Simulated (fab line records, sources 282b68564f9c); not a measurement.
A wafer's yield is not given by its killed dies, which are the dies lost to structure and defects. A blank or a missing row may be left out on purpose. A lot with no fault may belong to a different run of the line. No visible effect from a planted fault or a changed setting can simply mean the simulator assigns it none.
What tool caused it? + flow ritCmos + 7 lots (21 wafers sampled), 1 step of a 202-step route

WHAT THE GAUGES READ, wafer by wafer
RIT_WELLDRIVE_RS_MEAS_02: measures by four-point-probe.
| lot  | measured    | on           | PWELL_RS (ohm/sq) |
|------|-------------|--------------|-------------------|
| L812 | day 2 08:46 | filmMetro-03 | 433.0 431.8 433.4 |
| L814 | day 2 20:00 | filmMetro-01 | 429.2 431.4 429.4 |
| L816 | day 3 07:08 | filmMetro-01 | 429.7 430.3 430.0 |
| L818 | day 3 15:59 | filmMetro-01 | 428.2 428.9 428.2 |
| L820 | day 4 06:49 | filmMetro-02 | 431.3 431.4 430.8 |
| L830 | day 6 04:33 | filmMetro-01 | 431.2 429.9 430.2 |
| L834 | day 7 00:10 | filmMetro-02 | 429.6 428.5 428.7 |

TOOL THAT RAN EACH LOT (tool first, then ch and the chambers of the sampled wafers, then the start)
Record: no process step prior to these readings.

THE ANSWER, worked out from the rows above alone
Rule: what is usual is taken from the lots themselves. Put in order of their means at a reading, lots are off if they are a third of the lots or fewer, leave a main group of 4 or more, and stand apart from it by a gap of 3 or more times the standard deviation of the main group's means; of several such gaps the widest counts. The tables above print the reading to a certain number of digits; a main group whose means all agree to those digits is not used. Also off: a lot with no number at a reading for which 4 or more lots have one. Any other lot the step has rows for is counted as sound.
Across all readings shown, no lot is off: no conclusion can be drawn from this.

WHAT HAD BEEN PUT IN BY THE SIMULATOR
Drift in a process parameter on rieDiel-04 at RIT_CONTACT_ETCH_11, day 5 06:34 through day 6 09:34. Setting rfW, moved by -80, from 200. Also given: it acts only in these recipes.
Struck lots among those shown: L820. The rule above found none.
